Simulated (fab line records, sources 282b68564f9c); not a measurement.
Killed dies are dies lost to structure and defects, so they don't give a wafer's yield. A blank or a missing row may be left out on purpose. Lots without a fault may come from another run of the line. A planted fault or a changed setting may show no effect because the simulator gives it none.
Which tool did it? | flow rit_cmos | 7 lots, 21 wafers sampled, at 2 steps of a route of 202

WHAT THE GAUGES READ, wafer by wafer
RIT_PWELL_TW_MEAS_10.
lot  | measured    | on            | PWELL_TW
L814 | day 2 05:26 | film_metro-04 | 956 956 958
L818 | day 3 02:41 | film_metro-03 | 945 941 945
L821 | day 3 16:14 | film_metro-02 | 1078 1083 1082
L823 | day 4 01:05 | film_metro-02 | 974 977 973
L832 | day 5 21:37 | film_metro-02 | 973 968 969
L834 | day 6 07:25 | film_metro-04 | 960 955 957
L836 | day 6 17:32 | film_metro-02 | 970 965 969

WHICH TOOL RAN EACH LOT (tool, then ch and the chambers of the sampled wafers, then the start)
lot  | RIT_PWELL_IMPLANT_08
L814 | implanter-03 ch 0, day 2 05:09
L818 | implanter-01 ch 0, day 3 02:23
L821 | implanter-03 ch 0, day 3 15:55
L823 | implanter-01 ch 0, day 4 00:48
L832 | implanter-01 ch 0, day 5 21:20
L834 | implanter-01 ch 0, day 6 07:05
L836 | implanter-01 ch 0, day 6 17:13
- RIT_PWELL_IMPLANT_08

THE ANSWER, worked out from the rows above alone
Rule: what is usual is taken from the lots themselves. Put in order of their means at a reading, lots are off if they are a third of the lots or fewer, leave a main group of 4 or more, and stand apart from it by a gap of 3 or more times the standard deviation of the main group's means; of several such gaps the widest counts. A main group whose means are all the same, to the digits that the tables above print for the reading, isn't used. A lot without any number at a reading at which 4 lots or more have one is off too. The other lots that the step has rows for count as sound.
Off: L821, at RIT_PWELL_TW_MEAS_10 (PWELL_TW). The main group: mean 962, standard deviation 10.
A tool fits if, at a process step before that reading, it ran every lot that is off, and no sound lot after the first of them. The gauges at RIT_PWELL_TW_MEAS_10 are tried like those tools. One fits: implanter-03 at RIT_PWELL_IMPLANT_08. Its last sound lot is L814 (day 2 05:09), its first lot that is off L821 (day 3 15:55): a fault that began between those two fits.

WHAT THE SIMULATOR HAD PUT IN
Process parameter drift: implanter-03, from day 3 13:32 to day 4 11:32, at RIT_PWELL_IMPLANT_08. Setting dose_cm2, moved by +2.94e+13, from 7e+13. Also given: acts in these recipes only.
Lots struck among those shown: L821. The rule above found the same.
